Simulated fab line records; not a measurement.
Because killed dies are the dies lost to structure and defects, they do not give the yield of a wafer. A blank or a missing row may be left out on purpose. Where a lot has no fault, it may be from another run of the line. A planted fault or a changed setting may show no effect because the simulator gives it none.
fab line records	flow berkeleyCmos170	part 1 of 2: steps 1 to 32 of 42
record lots=5	wafers=15	lastDay=11
route steps=331 shown PWELL@34 WELLDRIVE@55 ACTIVE@60
lots that met no fault: taken from a fault-free run of the same line
startH: start of the lot's first displayed wafer, in hours after the record's first day	waitH: time in hours since the lot's previous step	" repeats the value in the row above	L1.1+2: one row covering several wafers at once	- no value, or no start was given	* or withheld: withheld	< > ~ a bound
route shown NAME@n: names a module that has steps shown in the file, with the first one's number in the route	usual: mean and standard deviation over wafers with no fault	same: alike in all rows	chamber/n: place in a boat	sites: readings site by site	_std_site: how widely they spread, as a standard deviation	_edge_site: outer sites' mean less inner sites'	radiusMm: for every site, how far away it sits from the centre of the wafer	mask NAME#n: copy n	behind: the tool/chamber that last shaped the wafer	hold: what put the lot on hold/how long, in hours/how the hold closed	device: the transistor (n, p or np) that didn't switch	end of line: the tests these same wafers got at the end of their route	a step without rows: its recipe alone	killed: count of dies lost to structure and defects at first sort (not the wafer's yield)	map: dies across one wafer; x = killed, . = not, _ = none there
set.NAME: the setting as run; set.NAME@STEP: as run at that earlier step	model.NAME: the simulator's own value behind a step, which no gauge read
lots at selected steps of the route; one table per step, one row per wafer
services: a tool's chamber out of use, with start hour (startH, from the record's first day; less than 0 if before it), hours out, and reason
## steps
# step UCB170_PWELL_CLEAN_00
# recipe chemistry=SPM	tempC=120	timeS=600
# same timeS=600
lot.wafer	tool	chamber	startH	waitH
L075.3+4+6	wetBench-02	0	47.51	0.0
L079.2+4+6	wetBench-04	2	64.07	0.1
L083.2+3+6	wetBench-02	1	83.97	0.0
L088.4+5+6	wetBench-02	1	112.73	0.0
L094.2+3+5	wetBench-04	3	134.65	0.1
# step UCB170_PWELL_CLEAN_01
# recipe chemistry=dHF	dilution=25:1	timeS=60
# same timeS=60
lot.wafer	tool	chamber	startH	waitH
L075.3+4+6	wetBench-02	3	47.84	0.1
L079.2+4+6	wetBench-03	0	64.24	0.0
L083.2+3+6	wetBench-02	2	84.32	0.2
L088.4+5+6	wetBench-04	0	112.91	0.0
L094.2+3+5	wetBench-04	0	134.83	0.0
# step UCB170_PWELL_OXIDATION_02
# recipe tempC=1000	ambient=O2	targetThkA=264	oxTimeS=1260
lot.wafer	tool	chamber	startH	waitH
L075.3+4+6	furnace-01	0	49.34	1.4
L079.2+4+6	furnace-03	0	67.64	3.4
L083.2+3+6	furnace-04	0	91.81	7.5
L088.4+5+6	furnace-01	0	113.18	0.2
L094.2+3+5	furnace-03	0	137.28	2.4
# step UCB170_PWELL_THK_MEAS_03
# recipe reads=SiO2_of_PWELL_OXIDATION_02
# usual PWELL_OXIDE_THK=26.6/0.46
lot.wafer	tool	chamber	startH	waitH	PWELL_OXIDE_THK[nm]
L075.3	filmMetro-04	-	50.71	0.0	26.7
L075.4	"	-	"	"	27.0
L075.6	"	-	"	"	26.4
L079.2	filmMetro-04	-	69.00	0.0	27.0
L079.4	"	-	"	"	26.8
L079.6	"	-	"	"	27.0
L083.2	filmMetro-01	-	93.17	0.0	26.6
L083.3	"	-	"	"	26.6
L083.6	"	-	"	"	26.7
L088.4	filmMetro-02	-	114.56	0.0	26.6
L088.5	"	-	"	"	27.0
L088.6	"	-	"	"	27.2
L094.2	filmMetro-01	-	138.64	0.0	27.1
L094.3	"	-	"	"	26.6
L094.5	"	-	"	"	27.5
# step UCB170_PWELL_ANNEAL_04
# recipe tempC=1000	timeS=900	ambient=N2
# same timeS=900
lot.wafer	tool	chamber	startH	waitH
L075.3+4+6	furnace-01	0	53.35	2.6
L079.2+4+6	furnace-01	0	73.07	4.1
L083.2+3+6	furnace-04	0	97.41	4.2
L088.4+5+6	furnace-03	0	117.68	3.1
L094.2+3+5	furnace-04	0	141.77	3.1
# step UCB170_PWELL_CVD_05
# recipe material=Si3N4	targetThkNm=220	tempC=800	precursor=SiH2Cl2/NH3	timeS=3300	pressureMtorr=200	sih2cl2FlowSccm=25	nh3FlowSccm=75
# same timeS=3300
lot.wafer	tool	chamber	startH	waitH
L075.3+4+6	lpcvd-01	0	54.60	0.0
L079.2+4+6	lpcvd-02	1	74.97	0.6
L083.2+3+6	lpcvd-02	1	99.89	1.2
L088.4+5+6	lpcvd-02	0	120.23	1.3
L094.2+3+5	lpcvd-01	1	143.02	0.0
# step UCB170_PWELL_THK_MEAS_06
# recipe reads=Si3N4_of_PWELL_CVD_05
# usual PWELL_NITRIDE_THK=219.6/2.1
lot.wafer	tool	chamber	startH	waitH	PWELL_NITRIDE_THK[nm]
L075.3	filmMetro-04	-	56.54	0.0	218.3
L075.4	"	-	"	"	215.8
L075.6	"	-	"	"	214.8
L079.2	filmMetro-02	-	76.90	0.0	218.8
L079.4	"	-	"	"	221.0
L079.6	"	-	"	"	220.3
L083.2	filmMetro-01	-	101.82	0.0	218.5
L083.3	"	-	"	"	218.9
L083.6	"	-	"	"	218.5
L088.4	filmMetro-04	-	122.18	0.0	220.4
L088.5	"	-	"	"	221.2
L088.6	"	-	"	"	221.0
L094.2	filmMetro-04	-	144.95	0.0	217.2
L094.3	"	-	"	"	214.5
L094.5	"	-	"	"	216.7
# step UCB170_PWELL_HMDS_07
# recipe primeTimeS=60	primeTempC=100
# usual resistLineTempC=22.99/0.11
lot.wafer	tool	chamber	startH	waitH	resistLineTempC
L075.3	lithoTrack-03	0	56.70	0.1	22.96
L075.4	"	0	"	"	22.93
L075.6	"	0	"	"	22.93
L079.2	lithoTrack-03	0	77.76	0.9	23.01
L079.4	"	0	"	"	23.09
L079.6	"	0	"	"	23.00
L083.2	lithoTrack-04	0	102.27	0.4	23.12
L083.3	"	0	"	"	23.02
L083.6	"	0	"	"	23.04
L088.4	lithoTrack-03	0	122.36	0.2	22.86
L088.5	"	0	"	"	22.92
L088.6	"	0	"	"	22.99
L094.2	lithoTrack-02	0	145.02	0.1	22.74
L094.3	"	0	"	"	22.84
L094.5	"	0	"	"	22.90
# step UCB170_PWELL_COAT_08
# recipe resist=KrF	spinRpm=1500	resistThkNm=900
# usual resistLineTempC=22.98/0.11
lot.wafer	tool	chamber	startH	waitH	resistLineTempC
L075.3	lithoTrack-03	0	56.85	0.1	22.92
L075.4	"	0	"	"	22.89
L075.6	"	0	"	"	22.95
L079.2	lithoTrack-03	0	77.91	0.1	23.04
L079.4	"	0	"	"	23.06
L079.6	"	0	"	"	23.06
L083.2	lithoTrack-04	0	102.42	0.1	23.11
L083.3	"	0	"	"	22.93
L083.6	"	0	"	"	22.92
L088.4	lithoTrack-03	0	122.51	0.1	22.92
L088.5	"	0	"	"	23.04
L088.6	"	0	"	"	23.18
L094.2	lithoTrack-02	0	145.17	0.1	23.10
L094.3	"	0	"	"	23.01
L094.5	"	0	"	"	23.15
# step UCB170_PWELL_SOFTBAKE_09
# recipe resist=KrF	tempC=130	timeS=60
# usual resistLineTempC=23.00/0.095
# same timeS=60
lot.wafer	tool	chamber	startH	waitH	resistLineTempC
L075.3	lithoTrack-03	0	57.00	0.1	23.13
L075.4	"	0	"	"	23.07
L075.6	"	0	"	"	23.00
L079.2	lithoTrack-03	0	78.06	0.1	23.12
L079.4	"	0	"	"	22.98
L079.6	"	0	"	"	22.83
L083.2	lithoTrack-04	0	102.57	0.1	23.00
L083.3	"	0	"	"	22.87
L083.6	"	0	"	"	22.85
L088.4	lithoTrack-03	0	122.66	0.1	22.96
L088.5	"	0	"	"	22.92
L088.6	"	0	"	"	22.87
L094.2	lithoTrack-02	0	145.32	0.1	22.99
L094.3	"	0	"	"	22.84
L094.5	"	0	"	"	23.01
# step UCB170_PWELL_EXPOSE_10
# recipe maskId=PWELL	targetCdNm=3000	na=0.5	sigmaOuter=0.6	sourceShape=conventional	doseMj=19
lot.wafer	tool	chamber	startH	waitH	mask
L075.3+4+6	krfScanner-02	0	61.57	4.5	PWELL#0
L079.2+4+6	krfScanner-02	0	78.49	0.4	PWELL#0
L083.2+3+6	krfScanner-02	0	102.84	0.2	PWELL#0
L088.4+5+6	krfScanner-01	0	123.11	0.4	PWELL#0
L094.2+3+5	krfScanner-02	0	145.59	0.2	PWELL#0
# step UCB170_PWELL_PEB_11
# recipe pebTempC=130	pebTimeS=withheld	resist=KrF
# usual resistLineTempC=23.00/0.092
lot.wafer	tool	chamber	startH	waitH	resistLineTempC
L075.3	lithoTrack-04	0	61.69	0.1	22.99
L075.4	"	0	"	"	22.89
L075.6	"	0	"	"	22.99
L079.2	lithoTrack-02	0	79.52	1.0	23.16
L079.4	"	0	"	"	23.11
L079.6	"	0	"	"	22.93
L083.2	lithoTrack-03	0	103.03	0.2	23.09
L083.3	"	0	"	"	23.15
L083.6	"	0	"	"	23.01
L088.4	lithoTrack-02	0	123.52	0.4	22.79
L088.5	"	0	"	"	23.03
L088.6	"	0	"	"	22.99
L094.2	lithoTrack-02	0	145.71	0.1	22.99
L094.3	"	0	"	"	22.96
L094.5	"	0	"	"	23.05
# step UCB170_PWELL_DEVELOP_12
# recipe developer=TMAH	developTimeS=45	resist=KrF	devTempC=21
# usual resistLineTempC=22.98/0.095
lot.wafer	tool	chamber	startH	waitH	resistLineTempC
L075.3	lithoTrack-04	0	-	-	23.03
L075.4	"	0	"	"	22.91
L075.6	"	0	"	"	23.10
L079.2	lithoTrack-02	0	-	-	22.95
L079.4	"	0	"	"	22.89
L079.6	"	0	"	"	23.10
L083.2	lithoTrack-03	0	-	-	23.05
L083.3	"	0	"	"	23.09
L083.6	"	0	"	"	23.03
L088.4	lithoTrack-02	0	-	-	23.03
L088.5	"	0	"	"	22.98
L088.6	"	0	"	"	22.88
L094.2	lithoTrack-02	0	-	-	22.94
L094.3	"	0	"	"	23.09
L094.5	"	0	"	"	22.95
# step UCB170_PWELL_OVL_MEAS_13
# usual PWELL_OVL=-4/4.1
lot.wafer	tool	chamber	startH	waitH	PWELL_OVL[nm]
L075.3	overlay-01	-	61.93	-	-12
L075.4	"	-	"	"	-6
L075.6	"	-	"	"	-9
L079.2	overlay-02	-	79.77	-	-12
L079.4	"	-	"	"	-13
L079.6	"	-	"	"	-10
L083.2	overlay-02	-	103.29	-	-9
L083.3	"	-	"	"	-3
L083.6	"	-	"	"	-15
L088.4	overlay-02	-	123.73	-	-2
L088.5	"	-	"	"	-5
L088.6	"	-	"	"	-4
L094.2	overlay-01	-	145.97	-	-6
L094.3	"	-	"	"	0
L094.5	"	-	"	"	-1
# step UCB170_PWELL_ETCH_14
# recipe chemistry=CH3F/Ar/O2	target=Si3N4	stopOn=SiO2	CH3F_flow_sccm=20	Ar_flow_sccm=50	O2_flow_sccm=7	pressureMtorr=50	rfW=450	targetDepthA=2420	overEtchFrac=0.1	timeS=151
# usual CH3F_flow_sccm=20.00/0.062	chamberPressureMTorr=50.00/0.057	drypumpMotorCurrentA=5.8/0.39	oesProductAu=0.945/0.016	throttleValvePct=8.12/0.13
# same timeS=151
lot.wafer	tool	chamber	startH	waitH	CH3F_flow_sccm	chamberPressureMTorr	drypumpMotorCurrentA	oesProductAu	rfHoursCounterH	throttleValvePct
L075.3	rieDiel-04	2	61.95	0.0	20.03	50.00	6.2	0.922	13	8.10
L075.4	"	0	"	"	20.10	49.95	5.7	0.933	91	8.16
L075.6	"	2	"	"	20.02	49.93	6.2	0.924	-	8.10
L079.2	rieDiel-01	2	79.80	0.0	19.96	50.07	6.4	0.954	33	8.31
L079.4	"	1	"	"	20.11	50.00	5.5	0.952	15	8.16
L079.6	"	1	"	"	19.98	50.02	5.6	0.945	-	8.17
L083.2	rieDiel-02	3	103.32	0.0	20.01	49.97	5.6	0.945	77	7.97
L083.3	"	2	"	"	20.02	50.05	6.1	0.945	150	7.98
L083.6	"	1	"	"	20.00	50.00	5.6	0.926	-	8.07
L088.4	rieDiel-02	2	123.75	0.0	19.93	49.95	6.1	0.958	151	7.98
L088.5	"	2	"	"	19.84	50.06	6.1	0.959	-	7.98
L088.6	"	3	"	"	19.99	49.99	5.6	0.964	-	7.95
L094.2	rieDiel-04	3	146.00	0.0	20.00	50.02	5.9	0.964	61	8.18
L094.3	"	1	"	"	19.94	49.97	5.8	0.918	32	8.24
L094.5	"	1	"	"	19.84	50.04	5.8	0.916	-	8.24
# step UCB170_PWELL_IMPLANT_15
# recipe species=B	doseCm2=5e+12	energyKev=60	tiltDeg=7
# usual beamEnergyKeV=60.000/0.018	faradayCurrentUA=15.9/0.3
lot.wafer	tool	chamber	startH	waitH	beamEnergyKeV	faradayCurrentUA
L075.3	implanter-03	0	62.10	0.1	60.011	15.2
L075.4	"	0	"	"	60.010	15.9
L075.6	"	0	"	"	60.043	16.2
L079.2	implanter-01	0	79.93	0.1	59.999	16.4
L079.4	"	0	"	"	59.995	15.7
L079.6	"	0	"	"	60.016	15.8
L083.2	implanter-03	0	103.44	0.1	60.032	15.6
L083.3	"	0	"	"	59.997	16.0
L083.6	"	0	"	"	60.038	15.7
L088.4	implanter-01	0	123.93	0.1	59.996	16.2
L088.5	"	0	"	"	59.993	15.8
L088.6	"	0	"	"	59.992	16.1
L094.2	implanter-03	0	146.12	0.1	60.003	15.1
L094.3	"	0	"	"	59.998	15.9
L094.5	"	0	"	"	60.036	15.7
# step UCB170_PWELL_STRIP_16
# recipe chemistry=O2	powerW=400	pressureMtorr=3500	platenTempC=withheld	o2FlowSccm=400	overashFraction=0.5
# usual chamberPressureMTorr=3500/3.1	drypumpMotorCurrentA=6.0/0.59	oesProductAu=0.721/0.0044	stripTimeToEndpointS=18.07/0.081
lot.wafer	tool	chamber	startH	waitH	chamberPressureMTorr	drypumpMotorCurrentA	oesProductAu	rfHoursCounterH	stripTimeToEndpointS
L075.3	plasmaAsher-03	1	62.24	0.1	3497	6.6	0.727	-	18.00
L075.4	"	0	"	"	3500	6.0	0.730	-	18.08
L075.6	"	0	"	"	3499	6.0	0.725	-	18.04
L079.2	plasmaAsher-02	1	80.05	0.1	3503	5.5	0.727	27	18.10
L079.4	"	1	"	"	3497	5.5	0.729	-	18.01
L079.6	"	0	"	"	3498	6.5	0.715	-	18.01
L083.2	plasmaAsher-03	1	103.57	0.1	3500	6.6	0.720	38	18.26
L083.3	"	1	"	"	3498	6.6	0.725	-	18.32
L083.6	"	1	"	"	3495	6.6	0.722	-	18.18
L088.4	plasmaAsher-03	1	124.04	0.1	3500	6.6	0.719	-	18.16
L088.5	"	0	"	"	3499	6.0	0.723	-	18.16
L088.6	"	1	"	"	3498	6.6	0.711	-	18.12
L094.2	plasmaAsher-03	1	146.25	0.1	3500	6.6	0.728	43	18.05
L094.3	"	0	"	"	3496	5.9	0.719	-	18.05
L094.5	"	1	"	"	3498	6.6	0.727	-	18.07
# step UCB170_PWELL_TW_MEAS_17
# usual PWELL_TW=382/6.1
lot.wafer	tool	chamber	startH	waitH	PWELL_TW
L075.3	filmMetro-01	-	62.32	0.1	388
L075.4	"	-	"	"	386
L075.6	"	-	"	"	388
L079.2	filmMetro-02	-	80.16	0.1	379
L079.4	"	-	"	"	378
L079.6	"	-	"	"	380
L083.2	filmMetro-02	-	103.68	0.1	379
L083.3	"	-	"	"	379
L083.6	"	-	"	"	379
L088.4	filmMetro-01	-	124.13	0.1	384
L088.5	"	-	"	"	388
L088.6	"	-	"	"	384
L094.2	filmMetro-02	-	146.36	0.1	378
L094.3	"	-	"	"	376
L094.5	"	-	"	"	378
# step UCB170_PWELL_CLEAN_18
# recipe chemistry=SPM	tempC=120	timeS=600
# same timeS=600
lot.wafer	tool	chamber	startH	waitH
L075.3+4+6	wetBench-02	1	62.49	0.2
L079.2+4+6	wetBench-04	2	80.21	0.0
L083.2+3+6	wetBench-03	1	103.73	0.0
L088.4+5+6	wetBench-02	3	124.46	0.3
L094.2+3+5	wetBench-04	3	146.41	0.0
# step UCB170_PWELL_WET_ETCH_19
# recipe chemistry=H3PO4	target=Si3N4	tempC=160	timeS=14400
# same timeS=14400
lot.wafer	tool	chamber	startH	waitH
L075.3+4+6	wetBench-02	2	62.87	0.2
L079.2+4+6	wetBench-04	2	80.43	0.0
L083.2+3+6	wetBench-04	1	103.90	0.0
L088.4+5+6	wetBench-02	1	124.84	0.2
L094.2+3+5	wetBench-03	0	146.60	0.0
# step UCB170_PWELL_WET_ETCH_20
# recipe chemistry=BOE	dilution=5:1	target=SiO2	tempC=25	timeS=22
# same timeS=22
lot.wafer	tool	chamber	startH	waitH
L075.3+4+6	wetBench-04	1	67.24	0.0
L079.2+4+6	wetBench-02	3	85.20	0.0
L083.2+3+6	wetBench-04	2	108.44	0.5
L088.4+5+6	wetBench-04	1	129.21	0.0
L094.2+3+5	wetBench-02	2	150.61	0.0
# step UCB170_WELLDRIVE_CLEAN_00
# recipe chemistry=SPM	tempC=120	timeS=600
# same timeS=600
lot.wafer	tool	chamber	startH	waitH
L075.3+4+6	wetBench-04	1	67.26	0.0
L079.2+4+6	wetBench-02	1	85.22	0.0
L083.2+3+6	wetBench-02	3	108.54	0.1
L088.4+5+6	wetBench-03	2	129.23	0.0
L094.2+3+5	wetBench-03	3	150.62	0.0
# step UCB170_WELLDRIVE_OXIDATION_01
# recipe tempC=1100	ambient=O2	targetThkA=1990	oxTimeS=9000
lot.wafer	tool	chamber	startH	waitH
L075.3+4+6	furnace-04	0	71.70	4.3
L079.2+4+6	furnace-04	0	88.31	2.9
L083.2+3+6	furnace-03	0	109.01	0.3
L088.4+5+6	furnace-03	0	130.86	1.5
L094.2+3+5	furnace-03	0	154.57	3.8
# step UCB170_WELLDRIVE_THK_MEAS_02
# recipe reads=SiO2_of_WELLDRIVE_OXIDATION_01
# usual WELLDRIVE_OXIDE_THK=201/3.5
lot.wafer	tool	chamber	startH	waitH	WELLDRIVE_OXIDE_THK[nm]
L075.3	filmMetro-01	-	75.22	0.0	205
L075.4	"	-	"	"	206
L075.6	"	-	"	"	203
L079.2	filmMetro-03	-	91.82	0.0	204
L079.4	"	-	"	"	203
L079.6	"	-	"	"	204
L083.2	filmMetro-02	-	112.52	0.0	201
L083.3	"	-	"	"	202
L083.6	"	-	"	"	196
L088.4	filmMetro-03	-	134.39	0.0	202
L088.5	"	-	"	"	204
L088.6	"	-	"	"	204
L094.2	filmMetro-03	-	158.08	0.0	198
L094.3	"	-	"	"	202
L094.5	"	-	"	"	203
# step UCB170_WELLDRIVE_ANNEAL_03
# recipe tempC=1100	timeS=900	ambient=N2
# same timeS=900
lot.wafer	tool	chamber	startH	waitH
L075.3+4+6	furnace-04	0	77.80	2.6
L079.2+4+6	furnace-04	0	96.16	4.3
L083.2+3+6	furnace-02	0	114.21	1.7
L088.4+5+6	furnace-02	0	136.16	1.8
L094.2+3+5	furnace-03	0	159.57	1.5
# step UCB170_WELLDRIVE_WET_ETCH_04
# recipe chemistry=BOE	dilution=5:1	target=SiO2	tempC=25	timeS=120
# same timeS=120
lot.wafer	tool	chamber	startH	waitH
L075.3+4+6	wetBench-03	1	79.05	0.0
L079.2+4+6	wetBench-04	3	97.41	0.0
L083.2+3+6	wetBench-02	0	115.46	0.0
L088.4+5+6	wetBench-04	1	137.41	0.0
L094.2+3+5	wetBench-02	1	161.11	0.3
# step UCB170_ACTIVE_CLEAN_00
# recipe chemistry=SPM	tempC=120	timeS=600
# same timeS=600
lot.wafer	tool	chamber	startH	waitH
L075.3+4+6	wetBench-04	2	79.09	0.0
L079.2+4+6	wetBench-03	2	97.46	0.0
L083.2+3+6	wetBench-04	1	115.50	0.0
L088.4+5+6	wetBench-04	0	137.45	0.0
L094.2+3+5	wetBench-02	3	161.33	0.2
# step UCB170_ACTIVE_CLEAN_01
# recipe chemistry=dHF	dilution=25:1	timeS=60
# same timeS=60
lot.wafer	tool	chamber	startH	waitH
L075.3+4+6	wetBench-04	3	79.26	0.0
L079.2+4+6	wetBench-04	0	97.63	0.0
L083.2+3+6	wetBench-02	3	115.67	0.0
L088.4+5+6	wetBench-04	0	137.62	0.0
L094.2+3+5	wetBench-02	3	161.51	0.0
# step UCB170_ACTIVE_OXIDATION_02
# recipe tempC=1000	ambient=O2	targetThkA=264	oxTimeS=1260
lot.wafer	tool	chamber	startH	waitH
L075.3+4+6	furnace-02	0	82.89	3.6
L079.2+4+6	furnace-02	0	103.16	5.5
L083.2+3+6	furnace-01	0	120.36	4.7
L088.4+5+6	furnace-02	0	140.41	2.8
L094.2+3+5	furnace-01	0	163.56	2.0
# step UCB170_ACTIVE_THK_MEAS_03
# recipe reads=SiO2_of_ACTIVE_OXIDATION_02
# usual ACTIVE_OXIDE_THK=26.3/0.46
lot.wafer	tool	chamber	startH	waitH	ACTIVE_OXIDE_THK[nm]
L075.3	filmMetro-03	-	84.26	0.0	26.1
L075.4	"	-	"	"	26.1
L075.6	"	-	"	"	26.3
L079.2	filmMetro-03	-	104.52	0.0	25.6
L079.4	"	-	"	"	26.1
L079.6	"	-	"	"	25.8
L083.2	filmMetro-03	-	121.72	0.0	25.8
L083.3	"	-	"	"	25.7
L083.6	"	-	"	"	25.4
L088.4	filmMetro-01	-	141.79	0.0	27.4
L088.5	"	-	"	"	27.2
L088.6	"	-	"	"	27.3
L094.2	filmMetro-03	-	164.92	0.0	26.0
L094.3	"	-	"	"	26.4
L094.5	"	-	"	"	25.8
# step UCB170_ACTIVE_ANNEAL_04
# recipe tempC=1000	timeS=900	ambient=N2
# same timeS=900
lot.wafer	tool	chamber	startH	waitH
L075.3+4+6	furnace-03	0	86.59	2.3
L079.2+4+6	furnace-03	0	105.18	0.7
L083.2+3+6	furnace-02	0	124.89	3.2
L088.4+5+6	furnace-01	0	144.70	2.9
L094.2+3+5	furnace-02	0	166.70	1.8
# step UCB170_ACTIVE_CVD_05
# recipe material=Si3N4	targetThkNm=220	tempC=800	precursor=SiH2Cl2/NH3	timeS=3300	pressureMtorr=200	sih2cl2FlowSccm=25	nh3FlowSccm=75
# same timeS=3300
lot.wafer	tool	chamber	startH	waitH
L075.3+4+6	lpcvd-01	1	88.51	0.7
L079.2+4+6	lpcvd-02	0	106.43	0.0
L083.2+3+6	lpcvd-02	0	126.14	0.0
L088.4+5+6	lpcvd-02	0	145.95	0.0
L094.2+3+5	lpcvd-02	1	167.95	0.0
